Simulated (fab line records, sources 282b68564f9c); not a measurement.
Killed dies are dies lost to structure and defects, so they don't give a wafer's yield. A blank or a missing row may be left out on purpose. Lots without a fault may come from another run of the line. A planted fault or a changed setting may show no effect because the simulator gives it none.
fab line records | flow rit_cmos
record lots=5 wafers=23
route steps=202 shown CONTACT@168
start_h: hours from the record's first day to the start of the lot's first wafer shown | wait_h: hours since the lot's step before | " the same as in the row above | L1.1+2: a row that stands for several wafers | - no value, or no start given | * or withheld: withheld | < > ~ a bound
route shown NAME@n: a module of which the file shows steps, and the number in the route of the first | usual: mean/standard deviation of fault-free wafers | same: alike in all rows | chamber/n: place in a boat | sites: the reading at each site | _std_site: their standard deviation | _edge_site: outer sites' mean less inner sites' | radius_mm: how far each site lies from the wafer's centre | mask NAME#n: copy n | behind: the tool/chamber that last shaped the wafer | hold: why the lot was held/for how many hours/how that ended | device: the transistor (n, p or np) that didn't switch | end of line: the same wafers' tests at the end of the route | a step without rows: its recipe alone | killed: dies lost to structure and defects at the first sort, not the wafer's yield | map: a wafer's dies, x killed, . not, _ none there
set.NAME: the setting as run; set.NAME@STEP: as run at that earlier step | model.NAME: the simulator's own value behind a step, which no gauge read
lots whose settings were changed on purpose; a table a step, a row a wafer
## steps
# step RIT_CONTACT_CVD_00
# recipe material=SiO2 target_thk_nm=400 precursor=TEOS temp_c=390 time_s=61 rf_w=400
# columns lot.wafer tool chamber start_h wait_h set.time_s model.SiO2_of_CONTACT_CVD_00.thk_nm
L075.1 pecvd-03 2 61.88 0.1 61 389
L075.3 " 1 " " 61 387.9
L075.5 " 0 " " 61 390.3
L076.2 pecvd-02 0 65.30 0.0 61 398.4
L076.3 " 2 " " 56.01 364.3
L076.4 " 1 " " 61 404.4
L076.5 " 2 " " 56.01 367.6
L076.6 " 0 " " 56.01 363.4
L079.1 pecvd-02 2 78.89 0.1 53.38 341
L079.2 " 0 " " 61 391.7
L079.4 " 2 " " 53.38 343.3
L079.5 " 2 " " 53.38 350.3
L079.6 " 0 " " 61 393.6
L083.1 pecvd-04 2 105.69 0.1 55.89 365.2
L083.2 " 1 " " 55.89 370.3
L083.3 " 0 " " 55.89 370.1
L083.4 " 1 " " 61 406.9
L083.5 " 0 " " 61 404.8
L085.1 pecvd-02 1 116.70 0.1 61 403.2
L085.2 " 0 " " 53.59 349.2
L085.4 " 1 " " 53.59 359.2
L085.5 " 0 " " 61 405.1
L085.6 " 2 " " 53.59 362.9
# step RIT_CONTACT_THK_MEAS_01
# recipe reads=SiO2_of_CONTACT_CVD_00
# usual CONTACT_TEOS_THK=399/5.7
# columns lot.wafer tool chamber start_h wait_h set.time_s@CONTACT_CVD_00 CONTACT_TEOS_THK[nm]
L075.1 film_metro-01 - 61.93 0.0 61 389
L075.3 " - " " 61 388
L075.5 " - " " 61 390
L076.2 film_metro-03 - 65.36 0.0 61 398
L076.3 " - " " 56.01 364
L076.4 " - " " 61 404
L076.5 " - " " 56.01 367
L076.6 " - " " 56.01 363
L079.1 film_metro-03 - 78.97 0.1 53.38 341
L079.2 " - " " 61 392
L079.4 " - " " 53.38 343
L079.5 " - " " 53.38 350
L079.6 " - " " 61 394
L083.1 film_metro-01 - 105.74 0.0 55.89 365
L083.2 " - " " 55.89 370
L083.3 " - " " 55.89 370
L083.4 " - " " 61 407
L083.5 " - " " 61 405
L085.1 film_metro-02 - 116.75 0.0 61 403
L085.2 " - " " 53.59 349
L085.4 " - " " 53.59 359
L085.5 " - " " 61 405
L085.6 " - " " 53.59 363
## key
split step=RIT_CONTACT_CVD_00 setting=time_s stated=61 by=wafer
response step=RIT_CONTACT_CVD_00 reading=model.SiO2_of_CONTACT_CVD_00.thk_nm change=+4.03 per=1% r=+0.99
response step=RIT_CONTACT_THK_MEAS_01 reading=CONTACT_TEOS_THK change=+4.03 per=1% r=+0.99
